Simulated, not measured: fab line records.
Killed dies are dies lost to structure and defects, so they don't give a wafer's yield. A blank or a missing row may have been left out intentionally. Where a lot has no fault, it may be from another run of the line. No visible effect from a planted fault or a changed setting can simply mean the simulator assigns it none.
Which of the tools did it? -- flow berkeley cmos170 -- 7 lots, 21 wafers sampled, at 2 steps of a route of 331

== WHAT THE GAUGES READ, wafer by wafer ==
UCB170_SDANNEAL_RS_MEAS_04: uses a four-point probe to measure.
lot,measured,on,PLDD_RS (ohm/sq)
L213,day 8 19:30,film metro-01,1030.5 1027.1 1030.0
L217,day 8 21:37,film metro-04,1034.7 1032.3 1034.4
L219,day 9 17:33,film metro-01,1032.1 1028.8 1028.6
L221,day 10 03:01,film metro-04,1030.6 1031.4 1034.8
L224,day 10 08:04,film metro-03,1032.2 1029.2 1031.6
L226,day 11 07:49,film metro-04,1083.7 1086.2 1087.0
L228,day 12 00:21,film metro-01,1036.9 1032.8 1031.7

== EACH LOT AND THE TOOL THAT RAN IT (in order: tool; ch and the chambers of the sampled wafers; start) ==
lot,UCB170_SPACER_ANNEAL_02
L213,"furnace-01 ch 0, day 8 05:41"
L217,"furnace-02 ch 0, day 8 15:08"
L219,"furnace-02 ch 0, day 9 06:55"
L221,"furnace-04 ch 0, day 9 20:24"
L224,"furnace-04 ch 0, day 10 02:00"
L226,"furnace-04 ch 0, day 11 00:40"
L228,"furnace-01 ch 0, day 11 14:00"
- UCB170_SPACER_ANNEAL_02: time 1800 s.

== THE ANSWER, worked out from the rows above alone ==
Rule: the lots themselves supply what counts as usual. Put in order of their means at a reading, lots are off if they are a third of the lots or fewer, leave a main group of 4 or more, and stand apart from it by a gap of 3 or more times the standard deviation of the main group's means; of several such gaps the widest counts. The tables above print the reading to a certain number of digits; a main group whose means all agree to those digits is not used. Also off: a lot with no number at a reading for which 4 or more lots have one. The other lots that the step has rows for count as sound.
Off: L226, at UCB170_SDANNEAL_RS_MEAS_04 (PLDD_RS). The main group has a mean of 1031.7 ohm/sq with a standard deviation of 1.8.
If a tool, at a process step before that reading, ran all the lots that are off and no sound lot after the first of them, it fits. The gauges at UCB170_SDANNEAL_RS_MEAS_04 are tried like those tools. 2 tools fit, furnace-04 at UCB170_SPACER_ANNEAL_02 and film metro-04 at UCB170_SDANNEAL_RS_MEAS_04, so this cannot tell which one it is.

== WHAT HAD BEEN PUT IN BY THE SIMULATOR ==
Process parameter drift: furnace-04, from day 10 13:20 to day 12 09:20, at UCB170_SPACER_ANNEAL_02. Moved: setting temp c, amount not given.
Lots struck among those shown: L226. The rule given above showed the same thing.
